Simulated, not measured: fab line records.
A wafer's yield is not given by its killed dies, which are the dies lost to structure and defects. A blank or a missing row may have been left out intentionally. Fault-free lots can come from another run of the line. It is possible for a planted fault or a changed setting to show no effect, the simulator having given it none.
A struck lot beside a sound one + flow rit_cmos + 15 out of 202 route steps
Sound: the wafers L672.1, L672.3, L672.4. Wafers struck: L687.3, L687.4, L687.5. The cause is given at the end.
Each step with rows lists, per side, the tool, then ch with its chambers, then its first start. Under that, the readings that differ: sound wafers + struck wafers + difference of the means + sigmas: that difference in standard deviations of wafers without a fault.
alike: a reading whose means differ by less than 2 such deviations, as well as words and numbers matching on both sides. not compared: withheld readings; readings where some wafer has no value; bounds like >300 that might hide an equal value; numbers whose values overlap and for which the record gives no deviation.
A row with sigmas, a row that says differs or no value, or rows on one side alone: a step with any of these is where the two part. Non-overlapping numbers with no deviation appear without sigmas and do not part them. A reading that every wafer of one side lacks parts them only if that side has two wafers or more.

first, 2 steps without rows for these wafers: RIT_PRETRO_HARDBAKE_07 (time 120 s); RIT_PRETRO_IMPLANT_08.
RIT_PRETRO_STRIP_09: strips in O2, time 180 s.
  sound on plasma_asher-04 ch 0,1, day 2 10:28; struck on plasma_asher-03 ch 0,1, day 5 13:24
| reading                     | sound       | struck      | difference | sigmas |
|-----------------------------|-------------|-------------|------------|--------|
| drypump_motor_current_A (A) | 6.3 5.6 6.3 | 5.3 4.9 4.8 | -1.1       | -2     |
  not compared: rf_hours_counter_h
RIT_PRETRO_TW_MEAS_10:
  struck on film_metro-04, day 5 13:32; sound on film_metro-03, day 2 10:39
| reading   | sound       | struck      | difference | sigmas |
|-----------|-------------|-------------|------------|--------|
| PRETRO_TW | 466 467 468 | 482 480 480 | +14        | +3     |
then, 5 steps without rows for these wafers: RIT_GATE_WET_ETCH_00 (etches SiO2 in BOE, target depth 56 nm, time 60 s); RIT_GATE_CLEAN_01 (cleans in SC1, time 600 s); RIT_GATE_CLEAN_02 (cleans in dHF, time 30 s); RIT_GATE_CLEAN_03 (cleans in SC2, time 600 s); RIT_GATE_CLEAN_04 (cleans in dHF, time 60 s).
RIT_FOX2_THK_MEAS_91:
  struck on film_metro-03, day 5 14:01; sound on film_metro-01, day 2 11:09
  alike: FIELD_OXIDE_LEFT_2_THK
then, 2 steps without rows for these wafers: RIT_GATE_OXIDATION_05 (target thk 3 nm, ox time 270 s); RIT_GATE_ANNEAL_06 (time 600 s).
RIT_GATE_THK_MEAS_07:
  struck on film_metro-04, day 5 17:52; sound on film_metro-03, day 2 17:39
| reading             | sound          | struck         | difference | sigmas |
|---------------------|----------------|----------------|------------|--------|
| GATE_OXIDE_THK (nm) | 3.01 3.10 3.13 | 4.61 4.69 4.65 | +1.57      | +24    |
then, 1 step without rows for these wafers: RIT_GATE_CVD_08 (deposits poly-Si from SiH4, target thk 250 nm, time 2220 s).
RIT_M1_PROBE_99:
  struck on prober-01, day 6 18:11; sound on prober-01, day 3 19:48
  alike: killed_at_contacts, killed_at_front_end, killed_dies, killed_open, killed_short

## WHERE THEY PART
At RIT_PRETRO_STRIP_09 first; at RIT_GATE_THK_MEAS_07 last (within this record only). Later steps at which nothing parts them and some readings are alike: RIT_M1_PROBE_99.

WHY: what the simulator had put in
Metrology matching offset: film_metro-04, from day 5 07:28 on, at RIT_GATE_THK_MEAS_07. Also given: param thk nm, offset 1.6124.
